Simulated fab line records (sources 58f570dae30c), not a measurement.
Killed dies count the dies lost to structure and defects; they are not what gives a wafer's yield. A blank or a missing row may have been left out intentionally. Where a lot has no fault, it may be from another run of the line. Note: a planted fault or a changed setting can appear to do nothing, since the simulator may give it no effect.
fab line records + flow berkeley-cmos170
record
- lots=14
- wafers=42
- last-day=12
route steps=331 shown ZERO@10
lots that met no fault: taken from a fault-free run of the same line
start-h: hours from the record's opening day to when the first of the lot's shown wafers began + wait-h: how many hours have passed since the lot's step before this one + " unchanged from the row above + L1.1+2: a single row standing in for several wafers + - value missing, or start not given + * or withheld: withheld + < > ~ a bound
route shown NAME@n: NAME is a module with steps in the file, n the number in the route of the first one + usual: mean/standard deviation taken from wafers without a fault + same: alike in all rows + chamber/n: place in a boat + sites: the reading at each site + _std_site: the standard deviation of these + _edge_site: mean of outer sites minus mean of inner sites + radius-mm: for every site, how far away it sits from the centre of the wafer + mask NAME#n: copy n + behind: tool/chamber where the wafer was last shaped + hold: why the lot was held/for how many hours/how that ended + device: the transistor (n, p or np) that didn't switch + end of line: tests of these same wafers at the route's end + a step given without rows: its recipe and nothing more + killed: the dies lost at the first sort to structure and to defects; this is not the yield of the wafer + map: a wafer's dies, x killed, . not, _ none there
set.NAME: the run value of the setting; set.NAME@STEP: its run value at that earlier step + model.NAME: the simulator's own value behind a step, which no gauge read
the route's steps for a sample of lots (tables are steps, rows are wafers)
services: a tool's chamber out of use, with start hour (start-h, from the record's first day; less than 0 if before it), hours out, and reason
## steps
# step UCB170_ZERO_PEB_04
# recipe
- peb-temp-c=130
- peb-time-s=withheld
- resist=KrF
# usual
- chill-plate-temp-C=23.00/0.1
- exhaust-pa=45.0/0.87
- heater-power-total-W=56.81/0.044
| lot.wafer | tool           | chamber | start-h | wait-h | chill-plate-temp-C | exhaust-pa | heater-power-total-W |
|-----------|----------------|---------|---------|--------|--------------------|------------|----------------------|
| L984.2    | litho-track-01 | 0       | 21.15   | 0.6    | 22.97              | 44.8       | 56.84                |
| L984.3    | "              | 0       | "       | "      | 23.16              | 44.4       | 56.83                |
| L984.4    | "              | 0       | "       | "      | 23.16              | 44.1       | 56.79                |
| L985.2    | litho-track-01 | 0       | 26      | -      | 23.02              | 45.0       | 56.76                |
| L985.4    | "              | 0       | "       | "      | 23.13              | 43.6       | 56.79                |
| L985.6    | "              | 0       | "       | "      | 23.25              | 44.7       | 56.84                |
| L987.1    | litho-track-04 | 0       | 31.80   | 0.1    | 23.08              | 44.7       | 56.77                |
| L987.4    | "              | 0       | "       | "      | 23.01              | 45.8       | 56.79                |
| L987.6    | "              | 0       | "       | "      | 22.98              | 43.9       | 56.75                |
| L989.2    | litho-track-01 | 0       | 47.02   | 0.2    | 22.97              | 45.1       | 56.80                |
| L989.3    | "              | 0       | "       | "      | 22.93              | 44.4       | 56.71                |
| L989.6    | "              | 0       | "       | "      | 22.82              | 44.4       | 56.82                |
| L990.2    | litho-track-04 | 0       | 52.58   | 0.3    | 23.07              | 43.3       | 56.85                |
| L990.4    | "              | 0       | "       | "      | 23.04              | 44.5       | 56.82                |
| L990.6    | "              | 0       | "       | "      | 22.80              | 44.7       | 56.83                |
| L993.1    | litho-track-04 | 0       | 64.88   | 0.2    | 22.96              | 45.4       | 56.77                |
| L993.2    | "              | 0       | "       | "      | 22.82              | 46.3       | 56.79                |
| L993.3    | "              | 0       | "       | "      | 23.12              | 46.3       | 56.80                |
| L995.2    | litho-track-01 | 0       | 75.43   | 0.3    | 23.13              | 45.7       | 56.85                |
| L995.4    | "              | 0       | "       | "      | 23.11              | 45.6       | 56.73                |
| L995.5    | "              | 0       | "       | "      | 23.02              | 44.5       | 56.81                |
| L997.3    | litho-track-04 | -       | 87.02   | 0.9    | -                  | -          | -                    |
| L997.5    | "              | -       | "       | "      | -                  | -          | -                    |
| L997.6    | "              | -       | "       | "      | -                  | -          | -                    |
| L998.4    | litho-track-04 | -       | 91.84   | 0.8    | -                  | -          | -                    |
| L998.5    | "              | -       | "       | "      | -                  | -          | -                    |
| L998.6    | "              | -       | "       | "      | -                  | -          | -                    |
| L103.3    | litho-track-01 | 0       | 117.37  | 1.0    | 23.12              | 46.3       | 56.79                |
| L103.4    | "              | 0       | "       | "      | 23.07              | 46.9       | 56.77                |
| L103.6    | "              | 0       | "       | "      | 23.15              | 46.2       | 56.85                |
| L104.3    | litho-track-01 | 0       | 117     | -      | 23.01              | 44.1       | 56.87                |
| L104.5    | "              | 0       | "       | "      | 23.09              | 45.5       | 56.75                |
| L104.6    | "              | 0       | "       | "      | 23.05              | 45.3       | 56.77                |
| L105.2    | litho-track-02 | 0       | 123.16  | 0.3    | 23.18              | 44.6       | 56.78                |
| L105.4    | "              | 0       | "       | "      | 23.06              | 45.3       | 56.91                |
| L105.5    | "              | 0       | "       | "      | 23.01              | 43.7       | 56.72                |
| L106.1    | litho-track-04 | 0       | 130.83  | 0.2    | 22.95              | 46.4       | 56.76                |
| L106.2    | "              | 0       | "       | "      | 22.99              | 46.0       | 56.77                |
| L106.6    | "              | 0       | "       | "      | 23.02              | 44.4       | 56.88                |
| L107.1    | litho-track-02 | 0       | 133.53  | 0.4    | 22.91              | 44.1       | 56.85                |
| L107.4    | "              | 0       | "       | "      | 23.07              | 43.9       | 56.84                |
| L107.6    | "              | 0       | "       | "      | 22.86              | 45.3       | 56.79                |
## services
| tool           | chamber | start-h | hours | kind                      |
|----------------|---------|---------|-------|---------------------------|
| litho-track-01 | -       | 50.09   | -     | consumable-replace:filter |
## key
first-sign
- step=UCB170_ZERO_PEB_04
- reading=tool-record
- direction=missing
effect none on later readings
met-at UCB170_ZERO_PEB_04
struck-lots L997,L998
later-rows-left-out L997.3,L997.5,L997.6,L998.4,L998.5,L998.6
sort-left-out L997.3,L997.5,L997.6,L998.4,L998.5,L998.6
tester-left-out L997,L998
onset-between 64.88 87.02
fault
- kind=skipped-step-whole
- tool=litho-track-04
- chamber=-
- onset-h=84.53
- steps=UCB170_ZERO_PEB_04
- scope=struck-lots-only
# tester-left-out: of these lots the tester's yield and bins aren't shown, on N5 and GAA mostly nor the transistor test; their killed dies are dies lost to structure and defects alone, not to doping, threshold or leakage, so they don't give the yield
# sort-left-out: the simulated sort isn't trusted on such a fault, so these wafers' sort isn't shown, and their yield isn't known
# later-rows-left-out: the simulator's readings of these wafers behind a module that went badly wrong aren't trusted and aren't shown, but for the sort
